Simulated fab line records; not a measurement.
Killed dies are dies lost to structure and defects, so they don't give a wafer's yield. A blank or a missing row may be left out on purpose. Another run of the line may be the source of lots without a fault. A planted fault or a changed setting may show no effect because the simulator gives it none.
fab line records ; flow rit_cmos
record: lots: 14; wafers: 42; last_day: 7
route steps=202 shown PRETRO@68
lots with no fault: from the same line, run without faults
start_h: hours from the record's first day to the start of the lot's first wafer shown ; wait_h: time in hours since the lot's previous step ; " the same as in the row above ; L1.1+2: a row that stands for several wafers ; - no value, or no start was given ; * or withheld: withheld ; < > ~ a bound
route shown NAME@n: a module of which the file shows steps, and the number in the route of the first ; usual: average and standard deviation across the fault-free wafers ; same: alike in all rows ; chamber/n: place in a boat ; sites: readings site by site ; _std_site: their standard deviation ; _edge_site: the outer-site mean with the inner-site mean subtracted ; radius_mm: for every site, how far away it sits from the centre of the wafer ; mask NAME#n: copy n ; behind: tool/chamber where the wafer was last shaped ; hold: the reason the lot was held/the length of the hold in hours/how it ended ; device: which transistor (n, p or np) failed to switch ; end of line: tests of these same wafers at the route's end ; a step without rows: its recipe alone ; killed: the dies lost at the first sort to structure and to defects; this is not the yield of the wafer ; map: dies across one wafer; x = killed, . = not, _ = none there
set.NAME: the setting that was run; set.NAME@STEP: the one run at that earlier step ; model.NAME: the simulator's own value behind a step, which no gauge read
the route's steps for a sample of lots (tables are steps, rows are wafers)
== steps ==
step: RIT_PRETRO_PEB_04
recipe: resist: NOVOLAK; temp_c: withheld; time_s: withheld
usual: chill_plate_temp_C: *; exhaust_pa: 45.0/0.84
lot.wafer;tool;chamber;start_h;wait_h;chill_plate_temp_C;exhaust_pa
L391.2;litho_track-03;0;35.52;0.1;*;44.4
L391.3;litho_track-03;0;35.52;0.1;*;46.0
L391.4;litho_track-03;0;35.52;0.1;*;46.0
L393.4;litho_track-03;0;46.81;0.1;*;45.1
L393.5;litho_track-03;0;46.81;0.1;*;44.7
L393.6;litho_track-03;0;46.81;0.1;*;45.0
L394.4;litho_track-02;0;51.03;0.1;*;44.9
L394.5;litho_track-02;0;51.03;0.1;*;44.9
L394.6;litho_track-02;0;51.03;0.1;*;44.3
L399.2;litho_track-02;-;75.40;0.2;-;-
L399.5;litho_track-02;-;75.40;0.2;-;-
L399.6;litho_track-02;-;75.40;0.2;-;-
L400.1;litho_track-02;-;81.63;0.1;-;-
L400.2;litho_track-02;-;81.63;0.1;-;-
L400.4;litho_track-02;-;81.63;0.1;-;-
L403.1;litho_track-02;0;95.76;0.1;*;44.0
L403.2;litho_track-02;0;95.76;0.1;*;43.7
L403.3;litho_track-02;0;95.76;0.1;*;45.4
L404.2;litho_track-02;0;101.11;0.1;*;45.6
L404.3;litho_track-02;0;101.11;0.1;*;44.9
L404.6;litho_track-02;0;101.11;0.1;*;46.0
L406.2;litho_track-03;0;110.97;0.1;*;44.9
L406.5;litho_track-03;0;110.97;0.1;*;45.0
L406.6;litho_track-03;0;110.97;0.1;*;45.4
L408.2;litho_track-02;0;122.38;0.1;*;44.2
L408.4;litho_track-02;0;122.38;0.1;*;45.0
L408.5;litho_track-02;0;122.38;0.1;*;44.1
L409.3;litho_track-01;0;129.20;0.1;*;43.9
L409.4;litho_track-01;0;129.20;0.1;*;44.1
L409.5;litho_track-01;0;129.20;0.1;*;44.1
L410.1;litho_track-02;0;132.13;0.1;*;44.9
L410.2;litho_track-02;0;132.13;0.1;*;45.3
L410.3;litho_track-02;0;132.13;0.1;*;44.8
L411.2;litho_track-02;0;136.60;0.1;*;46.4
L411.4;litho_track-02;0;136.60;0.1;*;45.9
L411.5;litho_track-02;0;136.60;0.1;*;46.2
L412.3;litho_track-01;0;141.00;0.1;*;43.8
L412.4;litho_track-01;0;141.00;0.1;*;43.2
L412.5;litho_track-01;0;141.00;0.1;*;44.3
L413.3;litho_track-01;0;146.21;0.1;*;45.7
L413.4;litho_track-01;0;146.21;0.1;*;45.2
L413.6;litho_track-01;0;146.21;0.1;*;44.7
== key ==
first_sign: step: RIT_PRETRO_PEB_04; reading: tool_record; direction: missing
effect none on later readings
met_at RIT_PRETRO_PEB_04
struck_lots L399,L400
sort_left_out L399.2,L399.5,L399.6,L400.1,L400.2,L400.4
tester_left_out L399,L400
onset_between 51.03 75.40
fault: kind: skipped_step_whole; tool: litho_track-02; chamber: -; onset_h: 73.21; steps: RIT_PRETRO_PEB_04; scope: struck_lots_only
tester_left_out: of these lots the tester's yield and bins aren't shown, on N5 and GAA mostly nor the transistor test; their killed dies are dies lost to structure and defects alone, not to doping, threshold or leakage, so they don't give the yield
sort_left_out: the simulated sort isn't trusted on such a fault, so these wafers' sort isn't shown, and their yield isn't known
